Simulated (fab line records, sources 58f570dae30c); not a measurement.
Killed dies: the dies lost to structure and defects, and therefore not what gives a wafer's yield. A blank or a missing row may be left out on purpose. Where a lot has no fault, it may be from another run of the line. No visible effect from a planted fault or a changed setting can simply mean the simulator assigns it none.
Matching of chambers    flow berkeleyCmos170    4 sister chambers for UCB170_V2_CMP_02 on cmp-01
The step polishes SiO2. 8 wafers are shown with their chamber, then 8 later ones without.

## WAFERS WITH THEIR CHAMBER
wafer   chamber  motorCurrentA (A)
L154.3  0        16.5
L156.1  0        15.7
L156.5  2        13.9
L159.4  3        17.0
L158.2  3        18.9
L158.5  1        13.5
L158.6  2        13.8
L160.2  1        12.9

## WAFERS WITHOUT THEIR CHAMBER
wafer   motorCurrentA (A)
L160.4  15.3
L160.6  18.5
L163.2  18.6
L163.3  14.5
L163.6  13.7
L165.1  14.6
L165.2  18.4
L165.5  14.0

## THE CHAMBER EACH PASSED THROUGH
wafer   from the rows above           in truth
L160.4  can't be placed: 0 or 2 or 1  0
L160.6  3                             3
L163.2  3                             3
L163.3  can't be placed: 2 or 1 or 0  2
L163.6  can't be placed: 2 or 1       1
L165.1  can't be placed: 2 or 1 or 0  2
L165.2  3                             3
L165.5  can't be placed: 2 or 1       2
3 of 8 placed correctly. Cannot be placed on the basis of these rows: 5; the candidates contain the true chamber in 5. Placed wrongly: 0.
How it was worked out, from the rows above alone: a wafer's distance from a chamber is the root of the sum, over the readings, of the square of ((its reading less the chamber's mean) divided by the reading's scatter). If the next closest chamber is less than 2 further off than the closest, the wafer can't be placed; otherwise it belongs to the closest. A chamber's mean is the mean of its shown wafers. The scatter is the square root of a quotient: the sum, over the shown wafers, of each reading's squared deviation from its chamber's mean, divided by wafers minus chambers.
